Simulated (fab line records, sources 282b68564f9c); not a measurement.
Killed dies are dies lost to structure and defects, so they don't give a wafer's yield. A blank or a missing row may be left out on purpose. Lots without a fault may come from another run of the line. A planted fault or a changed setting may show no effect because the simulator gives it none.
A struck lot beside a sound one | flow rit_cmos | 43 steps out of a route of 202
Sound: wafers L751.1, L751.4, L751.6. Struck: wafers L762.1, L762.3, L762.6. The cause comes at the end.
At each step with rows: each side's tool, then ch and its chambers, then its first start. Under that, the readings that differ: sound wafers | struck wafers | difference of the means | sigmas: that difference in standard deviations of wafers without a fault.
alike: readings whose means differ by less than 2 such deviations, and words and numbers that are the same on both sides. not compared: withheld readings, readings that some wafer has no value for, bounds like >300 that may hide the same value, and numbers for which the record gives no deviation and whose values overlap.
The two part at a step that has a row with sigmas, a row that says differs or no value, or rows on one side only. Numbers that don't overlap but have no deviation are shown without sigmas and don't part them. A reading that every wafer of one side lacks parts them only if that side has two wafers or more.

first, 2 steps without rows for these wafers: RIT_FOX2_CLEAN_02 (cleans in dHF, time 180 s); RIT_FOX2_WET_ETCH_03 (etches Si3N4 in H3PO4, target depth 195 nm, time 2659 s).
RIT_FOX2_THK_MEAS_90:
  sound on film_metro-01, day 2 10:33; struck on film_metro-02, day 4 12:59
  alike: FIELD_OXIDE_LEFT_1_THK
then, 6 steps without rows for these wafers: RIT_NWELL_HMDS_00 (prime time 60 s); RIT_NWELL_COAT_01 (resist thk 1300 nm); RIT_NWELL_SOFTBAKE_02 (time 60 s); RIT_NWELL_EXPOSE_03 (exposes mask M2, target cd 43900 nm); RIT_NWELL_PEB_04; RIT_NWELL_DEVELOP_05 (develop time 68 s).
RIT_NWELL_OVL_MEAS_06:
  sound on overlay-02, day 2 11:29; struck on overlay-02, day 4 14:02
  alike: NWELL_OVL
then, 2 steps without rows for these wafers: RIT_NWELL_HARDBAKE_07 (time 120 s); RIT_NWELL_IMPLANT_08.
RIT_NWELL_STRIP_09: strips in O2, time 180 s.
  sound on plasma_asher-01 ch 0,1, day 2 11:56; struck on plasma_asher-01 ch 0, day 4 14:29
  alike: drypump_motor_current_A
  not compared: rf_hours_counter_h
RIT_NWELL_TW_MEAS_10:
  sound on film_metro-04, day 2 12:06; struck on film_metro-01, day 4 14:40
  alike: NWELL_TW
then, 6 steps without rows for these wafers: RIT_PWELL_HMDS_00 (prime time 60 s); RIT_PWELL_COAT_01 (resist thk 1300 nm); RIT_PWELL_SOFTBAKE_02 (time 60 s); RIT_PWELL_EXPOSE_03 (exposes mask M3, target cd 43700 nm); RIT_PWELL_PEB_04; RIT_PWELL_DEVELOP_05 (develop time 68 s).
RIT_PWELL_OVL_MEAS_06:
  sound on overlay-02, day 2 13:19; struck on overlay-01, day 4 15:43
  alike: PWELL_OVL
then, 2 steps without rows for these wafers: RIT_PWELL_HARDBAKE_07 (time 120 s); RIT_PWELL_IMPLANT_08.
RIT_PWELL_STRIP_09: strips in O2, time 180 s.
  sound on plasma_asher-01 ch 0,1, day 2 13:44; struck on plasma_asher-03 ch 1, day 4 16:10
  alike: drypump_motor_current_A
  not compared: rf_hours_counter_h
RIT_PWELL_TW_MEAS_10:
  sound on film_metro-04, day 2 13:55; struck on film_metro-03, day 4 16:20
  alike: PWELL_TW
then, 1 step without rows for these wafers: RIT_WELLDRIVE_ANNEAL_00 (time 14700 s).
RIT_WELLDRIVE_RS_MEAS_01: measures by four-point-probe.
  sound on film_metro-01, day 2 19:50; struck on film_metro-01, day 5 00:00
  alike: NWELL_RS
RIT_WELLDRIVE_RS_MEAS_02: measures by four-point-probe.
  sound on film_metro-01, day 2 19:57; struck on film_metro-01, day 5 00:07
  alike: PWELL_RS
then, 6 steps without rows for these wafers: RIT_NRETRO_HMDS_00 (prime time 60 s); RIT_NRETRO_COAT_01 (resist thk 1300 nm); RIT_NRETRO_SOFTBAKE_02 (time 60 s); RIT_NRETRO_EXPOSE_03 (exposes mask M4, target cd 43900 nm); RIT_NRETRO_PEB_04; RIT_NRETRO_DEVELOP_05 (develop time 68 s).
RIT_NRETRO_OVL_MEAS_06:
  sound on overlay-02, day 2 20:59; struck on overlay-01, day 5 01:07
  alike: NRETRO_OVL
then, 2 steps without rows for these wafers: RIT_NRETRO_HARDBAKE_07 (time 120 s); RIT_NRETRO_IMPLANT_08.
RIT_NRETRO_STRIP_09: strips in O2, time 180 s.
  sound on plasma_asher-04 ch 0,1, day 2 21:26; struck on plasma_asher-02 ch 0,1, day 5 01:34
  reading                     | sound          | struck         | difference | sigmas
  drypump_motor_current_A (A) | 5.86 5.86 5.55 | 6.38 6.48 6.36 | +0.65      | +2
  not compared: rf_hours_counter_h
RIT_NRETRO_TW_MEAS_10:
  sound on film_metro-02, day 2 21:36; struck on film_metro-04, day 5 01:44
  reading   | sound          | struck         | difference | sigmas
  NRETRO_TW | 1068 1063 1057 | 1029 1032 1028 | -33        | -3
then, 3 steps without rows for these wafers: RIT_PRETRO_HMDS_00 (prime time 60 s); RIT_PRETRO_COAT_01 (resist thk 1300 nm); RIT_PRETRO_SOFTBAKE_02 (time 60 s).
RIT_M1_PROBE_99:
  sound on prober-02, day 4 08:25; struck on prober-01, day 6 06:50
  reading             | sound  | struck   | difference | sigmas
  killed_at_front_end | 13 7 4 | 43 41 37 | +32        | +10
  killed_dies         | 13 7 4 | 43 41 37 | +32        | +10
  killed_open         | 8 5 3  | 0 2 2    | -4         | -2
  alike: killed_at_M0_to_M3, killed_short

WHERE THEY PART
First at RIT_NRETRO_STRIP_09; last, within this record, at RIT_M1_PROBE_99.

WHY: what the simulator had put in
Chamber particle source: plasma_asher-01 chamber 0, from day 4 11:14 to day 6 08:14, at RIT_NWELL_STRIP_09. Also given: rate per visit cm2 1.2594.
